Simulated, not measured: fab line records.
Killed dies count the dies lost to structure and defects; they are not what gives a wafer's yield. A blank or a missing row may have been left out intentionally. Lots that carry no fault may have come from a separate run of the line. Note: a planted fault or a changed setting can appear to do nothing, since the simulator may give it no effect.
2 desks looking at one fault ; flow ritCmos ; each desk holds nothing but its own numbers, with what lay behind them at the end

## THE METROLOGY DESK
Means of the sampled wafers that have a number, per lot and without regard to the tool the lot ran on: this is what the gauges read. If a lot's mean is further than 4 standard deviations from the usual mean, the lot is out of limits and carries the mark OUT (the distance appears in the brackets).
Columns: A = PRETRO_TW at RIT_PRETRO_TW_MEAS_10, usual 474.6
lot;first seen here;A
L729;day 2 09:10;474.6
L730;day 2 13:43;471.9
L731;day 2 18:11;473.1
L732;day 2 22:42;478.7
L733;day 3 04:34;471.9
L734;day 3 09:45;470.7
L735;day 3 13:34;479.4
L736;day 3 18:22;476.8
L740;day 4 15:31;415.5 (-20) OUT
L741;day 4 19:50;421.3 (-18) OUT
L742;day 5 00:11;422.1 (-18) OUT
L747;day 6 01:03;479.5
L748;day 6 06:10;475.3
L749;day 6 11:46;474.8
L750;day 6 16:30;472.9
This desk finds L740, L741, L742 out of limits, with the earliest case on L740 at day 4 15:31 (PRETRO_TW at RIT_PRETRO_TW_MEAS_10). L729, L730, L731, L732, L733, L734, L735, L736, L747, L748, L749, L750 stayed within limits.

## TOOL OWNER'S DESK, implanter-01
The tool's own readings at RIT_PRETRO_IMPLANT_08, given as means over the sampled wafers that have a number, one for each lot that went through this tool. If a lot's mean is further than 4 standard deviations from the usual mean, the lot is out of limits and carries the mark OUT (the distance appears in the brackets).
Columns: A = doseIonsCm2 at RIT_PRETRO_IMPLANT_08, usual 1.2001e+13; B = faradayCurrentUA at RIT_PRETRO_IMPLANT_08, usual 38.0
lot;first seen here;A;B
L729;day 2 08:51;1.2020e+13;38.1
L730;day 2 13:25;1.2003e+13;38.2
L734;day 3 09:17;1.2002e+13;38.5
L735;day 3 13:15;1.1992e+13;39.0
L740;day 4 15:13;8.0357e+12 (-99 or more) OUT;25.4 (-16) OUT
L741;day 4 19:33;8.0353e+12 (-99 or more) OUT;25.6 (-16) OUT
L742;day 4 23:53;8.0520e+12 (-99 or more) OUT;25.3 (-16) OUT
Finding of this desk: L740, L741, L742 out of limits; the first was L740 at day 4 15:13, on doseIonsCm2 at RIT_PRETRO_IMPLANT_08. L729, L730, L734, L735 stayed within limits.

## BROUGHT TOGETHER
At day 4 15:13, on L740, L741, L742, the tool owner's desk was in a position to raise an alarm.
L740, L741, L742 would have let the metrology desk raise an alarm at day 4 15:31.
On implanter-01, each named lot ran RIT_PRETRO_IMPLANT_08.

## WHAT THE SIMULATOR PUT IN
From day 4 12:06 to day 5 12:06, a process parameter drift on implanter-01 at RIT_PRETRO_IMPLANT_08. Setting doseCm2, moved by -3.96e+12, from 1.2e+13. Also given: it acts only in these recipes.
Lots struck among those shown: L740, L741, L742.
Time in hours from fault onset to the first out-of-limits reading at each desk: tool owner's desk 3, metrology desk 3.
